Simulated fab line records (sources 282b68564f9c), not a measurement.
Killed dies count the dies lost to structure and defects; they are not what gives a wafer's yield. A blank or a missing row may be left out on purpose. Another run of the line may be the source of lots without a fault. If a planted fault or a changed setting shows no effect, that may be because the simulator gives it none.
Which tool was responsible? :: flow rit-cmos :: 14 lots with 42 wafers sampled at 2 steps, on a route of 202 steps

WHAT THE GAUGES SHOWED, per wafer
No reading from a measuring or inspecting step in the record can be judged against a usual standard deviation.

WHAT TOOL EACH LOT RAN ON (gives the tool, then ch and the chambers of the sampled wafers, and finally the start)
lot: L366
RIT_CONTACT_ETCH_11: rie-diel-04 ch 1,2,3, day 4 23:08
RIT_M1_PROBE_99: -

lot: L373
RIT_CONTACT_ETCH_11: rie-diel-04 ch 0,1,2, day 6 01:33
RIT_M1_PROBE_99: prober-02, day 6 08:34

lot: L374
RIT_CONTACT_ETCH_11: rie-diel-04 ch 0,1,2, day 6 10:50
RIT_M1_PROBE_99: prober-01, day 6 15:56

lot: L375
RIT_CONTACT_ETCH_11: rie-diel-01 ch 0,2,3, day 6 11:41
RIT_M1_PROBE_99: -

lot: L378
RIT_CONTACT_ETCH_11: rie-diel-01 ch 1,2,3, day 6 20:30
RIT_M1_PROBE_99: -

lot: L376
RIT_CONTACT_ETCH_11: rie-diel-04 ch 0,1,3, day 6 20:43
RIT_M1_PROBE_99: -

lot: L377
RIT_CONTACT_ETCH_11: rie-diel-03 ch 1,2, day 6 22:43
RIT_M1_PROBE_99: -

lot: L379
RIT_CONTACT_ETCH_11: rie-diel-04 ch 0,1, day 7 01:47
RIT_M1_PROBE_99: -

lot: L380
RIT_CONTACT_ETCH_11: rie-diel-01 ch 0,1,3, day 7 05:44
RIT_M1_PROBE_99: prober-01, day 7 10:47

lot: L381
RIT_CONTACT_ETCH_11: rie-diel-04 ch 1,3, day 7 06:16
RIT_M1_PROBE_99: -

lot: L382
RIT_CONTACT_ETCH_11: rie-diel-01 ch 1,2, day 7 09:55
RIT_M1_PROBE_99: -

lot: L383
RIT_CONTACT_ETCH_11: rie-diel-01 ch 0,3, day 7 14:26
RIT_M1_PROBE_99: -

lot: L385
RIT_CONTACT_ETCH_11: rie-diel-01 ch 0,1,2, day 7 19:34
RIT_M1_PROBE_99: -

lot: L387
RIT_CONTACT_ETCH_11: rie-diel-03 ch 0,1,3, day 8 04:38
RIT_M1_PROBE_99: -
- RIT_CONTACT_ETCH_11: etches SiO2 in CHF3/CF4/Ar, stops on TiSi2, target depth 480 nm, time 320 s.
- RIT_M1_PROBE_99

WHAT THE TOOLS THEMSELVES READ (means of the sampled wafers that have a number; where no wafer has one, the mark that the record gives instead)
RIT_CONTACT_ETCH_11.
lot: L366
tool: rie-diel-04
O2_flow_sccm (sccm): 5.003
drypump-motor-current-A (A): 5.6
oes-product-au (a.u.): 1.007
rf-fwd-power-W (W): 199.7
throttle-valve-pct (%): 8.79

lot: L373
tool: rie-diel-04
O2_flow_sccm (sccm): 4.993
drypump-motor-current-A (A): 6.0
oes-product-au (a.u.): 0.993
rf-fwd-power-W (W): 172.8
throttle-valve-pct (%): 8.93

lot: L374
tool: rie-diel-04
O2_flow_sccm (sccm): 5.004
drypump-motor-current-A (A): 6.0
oes-product-au (a.u.): 0.990
rf-fwd-power-W (W): 173.2
throttle-valve-pct (%): 8.93

lot: L375
tool: rie-diel-01
O2_flow_sccm (sccm): 5.004
drypump-motor-current-A (A): 5.9
oes-product-au (a.u.): 0.979
rf-fwd-power-W (W): 198.8
throttle-valve-pct (%): 8.90

lot: L378
tool: rie-diel-01
O2_flow_sccm (sccm): 5.010
drypump-motor-current-A (A): 5.7
oes-product-au (a.u.): 0.985
rf-fwd-power-W (W): 199.5
throttle-valve-pct (%): 8.86

lot: L376
tool: rie-diel-04
O2_flow_sccm (sccm): 4.998
drypump-motor-current-A (A): 6.0
oes-product-au (a.u.): 0.993
rf-fwd-power-W (W): 199.4
throttle-valve-pct (%): 8.84

lot: L377
tool: rie-diel-03
O2_flow_sccm (sccm): 4.985
drypump-motor-current-A (A): 5.4
oes-product-au (a.u.): 1.007
rf-fwd-power-W (W): 199.7
throttle-valve-pct (%): 8.99

lot: L379
tool: rie-diel-04
O2_flow_sccm (sccm): 5.017
drypump-motor-current-A (A): 6.4
oes-product-au (a.u.): 0.988
rf-fwd-power-W (W): 199.8
throttle-valve-pct (%): 8.96

lot: L380
tool: rie-diel-01
O2_flow_sccm (sccm): 5.008
drypump-motor-current-A (A): 6.2
oes-product-au (a.u.): 0.983
rf-fwd-power-W (W): 199.7
throttle-valve-pct (%): 8.87

lot: L381
tool: rie-diel-04
O2_flow_sccm (sccm): 4.988
drypump-motor-current-A (A): 5.9
oes-product-au (a.u.): 1.000
rf-fwd-power-W (W): 199.4
throttle-valve-pct (%): 8.81

lot: L382
tool: rie-diel-01
O2_flow_sccm (sccm): 4.994
drypump-motor-current-A (A): 5.5
oes-product-au (a.u.): 0.983
rf-fwd-power-W (W): 198.3
throttle-valve-pct (%): 8.87

lot: L383
tool: rie-diel-01
O2_flow_sccm (sccm): 4.991
drypump-motor-current-A (A): 6.3
oes-product-au (a.u.): 0.985
rf-fwd-power-W (W): 198.9
throttle-valve-pct (%): 8.90

lot: L385
tool: rie-diel-01
O2_flow_sccm (sccm): 4.987
drypump-motor-current-A (A): 5.7
oes-product-au (a.u.): 0.982
rf-fwd-power-W (W): 199.0
throttle-valve-pct (%): 8.91

lot: L387
tool: rie-diel-03
O2_flow_sccm (sccm): 4.996
drypump-motor-current-A (A): 6.0
oes-product-au (a.u.): 0.991
rf-fwd-power-W (W): 199.4
throttle-valve-pct (%): 8.95

RIT_M1_PROBE_99.
lot: L373
tool: prober-02
killed-at-contacts: 85.3
killed-at-front-end: 10
killed-dies: 96
killed-on-rim: 25.7
killed-open: 4.0
killed-short: 6.3

lot: L374
tool: prober-01
killed-at-contacts: 86.3
killed-at-front-end: 5
killed-dies: 92
killed-on-rim: 24.3
killed-open: 1.3
killed-short: 4.3

lot: L380
tool: prober-01
killed-at-contacts: 0.0
killed-at-front-end: 8
killed-dies: 8
killed-on-rim: 3.7
killed-open: 5.0
killed-short: 3.3

THE ANSWER, worked out from the rows above alone
Rule: what is usual is taken from the lots themselves. Put in order of their means at a reading, lots are off if they are a third of the lots or fewer, leave a main group of 4 or more, and stand apart from it by a gap of 3 or more times the standard deviation of the main group's means; of several such gaps the widest counts. The tables above print the reading to a certain number of digits; a main group whose means all agree to those digits is not used. A lot without any number at a reading at which 4 lots or more have one is off too. Where the step has rows for the other lots, those lots are counted as sound. First the gauges in route order, then the tools' own readings, where a lot's mean is used as printed above. The first step at which some lot is off is used, and at that step the reading that is off furthest; a lot without a number counts as furthest.
Off: L373, L374 (RIT_CONTACT_ETCH_11, rf-fwd-power-W). For the main group the mean is 199.3 W and the standard deviation 0.44.
If a tool, at that step or one of the process steps before it, ran each lot that is off and ran no sound lot following the first of them, it fits. Not one of the candidates tried fits.

WHAT WAS PUT IN BY THE SIMULATOR
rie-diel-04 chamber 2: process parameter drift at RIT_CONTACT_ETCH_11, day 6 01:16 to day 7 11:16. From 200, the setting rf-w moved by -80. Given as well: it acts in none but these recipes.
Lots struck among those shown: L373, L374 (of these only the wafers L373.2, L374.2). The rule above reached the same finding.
